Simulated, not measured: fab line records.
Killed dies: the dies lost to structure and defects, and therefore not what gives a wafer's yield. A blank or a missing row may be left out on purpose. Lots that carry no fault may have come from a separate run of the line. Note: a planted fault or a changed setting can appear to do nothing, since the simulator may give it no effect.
One fault through the eyes of 2 desks || flow ritCmos || numbers are kept per desk, each desk with only its own; the story behind them comes last

AT THE METROLOGY DESK
What the gauges read for every lot (on any tool): the sampled wafers with a number, averaged. The brackets show how far a lot's mean lies from the usual mean; more than 4 standard deviations puts the lot out of limits, marked OUT.
Columns: A = cdNm at RIT_ACTIVE_CD_MEAS_11, usual 1400.7 nm; B = PRETRO_OVL at RIT_PRETRO_OVL_MEAS_06, usual -0.7 nm
{"lot": "L804", "first seen here": "day 1 14:32", "A": 1401.4, "B": -1.7}
{"lot": "L805", "first seen here": "day 1 21:00", "A": 1400.9, "B": 2.1}
{"lot": "L808", "first seen here": "day 2 11:14", "A": 1400.2, "B": -0.9}
{"lot": "L809", "first seen here": "day 2 15:59", "A": 1401.6, "B": -1.2}
{"lot": "L810", "first seen here": "day 2 22:25", "A": 1402.0, "B": -1.3}
{"lot": "L813", "first seen here": "day 3 14:48", "A": 1401.3, "B": -2.9}
{"lot": "L814", "first seen here": "day 3 16:56", "A": 1398.2, "B": -2.2}
{"lot": "L815", "first seen here": "day 3 21:53", "A": 1397.2, "B": 0.4}
{"lot": "L818", "first seen here": "day 4 12:53", "A": 1399.9, "B": -0.2}
{"lot": "L821", "first seen here": "day 5 06:50", "A": 1402.4, "B": -0.1}
{"lot": "L822", "first seen here": "day 5 11:28", "A": 1401.0, "B": -1.3}
{"lot": "L823", "first seen here": "day 5 17:55", "A": 1399.9, "B": 0.9}
{"lot": "L826", "first seen here": "day 6 09:38", "A": 1403.3, "B": -1.8}
{"lot": "L827", "first seen here": "day 6 09:52", "A": 1397.2, "B": 0.0}
Result from this desk: across the 14 lots, nothing is out of limits.

AT THE TOOL OWNER'S DESK: lithoTrack-03
The tool's own readings at RIT_NSD_DEVELOP_05 (develop time 50 s): means of the sampled wafers that have a number, for each lot that ran on this tool. The brackets show how far a lot's mean lies from the usual mean; more than 4 standard deviations puts the lot out of limits, marked OUT.
Columns: A = developerTempC at RIT_NSD_DEVELOP_05, usual 23.00 C
{"lot": "L805", "first seen here": "day 3 08:00", "A": 22.79}
{"lot": "L808", "first seen here": "day 3 21:00", "A": 23.02}
{"lot": "L810", "first seen here": "day 4 08:00", "A": 23.05}
{"lot": "L814", "first seen here": "day 5 05:00", "A": 22.98}
{"lot": "L815", "first seen here": "day 5 20:00", "A": "21.93 (-9.7) OUT"}
{"lot": "L821", "first seen here": "day 7 00:00", "A": "22.04 (-8.7) OUT"}
This desk's finding: out of limits on L815, L821; first on L815, day 5 20:00 (developerTempC at RIT_NSD_DEVELOP_05). Within limits: L805, L808, L810, L814.

TAKEN TOGETHER
The tool owner's desk could have raised an alarm at day 5 20:00, on L815, L821.
At the metrology desk, nothing out of limits was observed.
The metrology desk holds a record of L815, L821, inside its limits.
RIT_NSD_DEVELOP_05 was run on lithoTrack-03 by each of the lots named.

WHAT HAD BEEN PUT IN BY THE SIMULATOR
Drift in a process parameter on lithoTrack-03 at RIT_NSD_DEVELOP_05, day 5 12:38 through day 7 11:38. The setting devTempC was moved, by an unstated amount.
Struck lots among those shown: L815, L821.
How many hours passed from the start of the fault until each desk's first out-of-limits reading: the tool owner's desk, 7.
